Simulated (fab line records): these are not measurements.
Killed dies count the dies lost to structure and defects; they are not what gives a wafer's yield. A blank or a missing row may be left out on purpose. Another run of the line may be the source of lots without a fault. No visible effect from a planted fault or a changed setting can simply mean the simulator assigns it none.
A struck lot beside a sound one	flow berkeley cmos170	14 out of 331 route steps
Sound: wafers L590.2, L590.4, L590.5. Struck: wafers L607.4, L607.5, L607.6. The cause is named last.
Order at every step that has rows: each side's tool, ch and its chambers, its first start. Under that, the readings that differ: sound wafers	struck wafers	difference of the means	sigmas: that difference in standard deviations of wafers without a fault.
alike: readings whose means differ by less than 2 such deviations, and words and numbers that are the same on both sides. not compared: withheld readings, readings that some wafer has no value for, bounds like >300 that may hide the same value, and numbers for which the record gives no deviation and whose values overlap.
Wherever a step has rows on one side only, a row that says differs or no value, or a row with sigmas, the two part there. Numbers that have no deviation but don't overlap get no sigmas and don't part them. A reading that every wafer of one side lacks parts them only if that side has two wafers or more.

first, 1 step without rows for these wafers: UCB170_M1_ANNEAL_14 (time 1200 s).
UCB170_V1_CVD_00: deposits SiO2 from TEOS/O2, target thk 2000 nm, time 250 s.
  sound on pecvd-01 ch 0,1,2, day 8 07:07; struck on pecvd-03 ch 0,1,2, day 11 16:59
  alike: heater power w, pressure mtorr
UCB170_V1_THK_MEAS_01:
  struck on film metro-04, day 11 17:06; sound on film metro-02, day 8 07:17
  alike: V1_TEOS_THK
UCB170_V1_CMP_02: polishes SiO2.
  sound on cmp-02 ch 2,3, day 8 07:20; struck on cmp-02 ch 1,2, day 11 17:08
  alike: motor current A, slurry flow ml min
UCB170_V1_BOW_MEAS_03:
  struck on film metro-02, day 11 17:29; sound on film metro-02, day 8 07:40
  alike: V1_BOW
UCB170_V1_THK_MEAS_04:
  struck on film metro-02, day 11 17:35; sound on film metro-02, day 8 07:46
  alike: V1_POLISHED_THK
then, 5 steps without rows for these wafers: UCB170_V1_CLEAN_05 (cleans in DIW); UCB170_V1_HMDS_06 (prime time 60 s); UCB170_V1_COAT_07 (resist thk 900 nm); UCB170_V1_SOFTBAKE_08 (time 60 s); UCB170_V1_EXPOSE_09 (exposes mask VIA1, target cd 700 nm).
UCB170_V1_PEB_10:
  sound on litho track-02 ch 0, day 8 09:31; struck on litho track-02 ch 0, day 11 18:26
  alike: chill plate temp C, plate sensor t centre C, plate sensor t edge C
UCB170_V1_DEVELOP_11: develop time 45 s.
  sound on litho track-02 ch 0, day 8 09:00; struck on litho track-02, day 11 18:00
  no value came back on the struck wafers for chill plate temp C (C), develop time s (s); on the sound wafers chill plate temp C (C) reads 22.72 22.85 22.97
reading	sound	struck	difference	sigmas
model.KrF_of_V1_COAT_07.thk nm (nm)	885.8 889.5 885.7	898.9 902.8 899.6	+13.4	
UCB170_V1_CD_MEAS_12: the cd target is 700 nm.
  struck on cd sem-01, day 11 18:41; sound on cd sem-01, day 8 09:47
reading	sound	struck	difference	sigmas
cd nm (nm)	700.9 699.1 699.1	- - -	no value on the struck wafers	

## WHERE THEY PART
Earliest at UCB170_V1_DEVELOP_11; latest, in this record, at UCB170_V1_CD_MEAS_12.

WHY: the cause the simulator had injected
Whole step skipped at UCB170_V1_DEVELOP_11 on litho track-02, starting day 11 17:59. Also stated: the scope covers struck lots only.
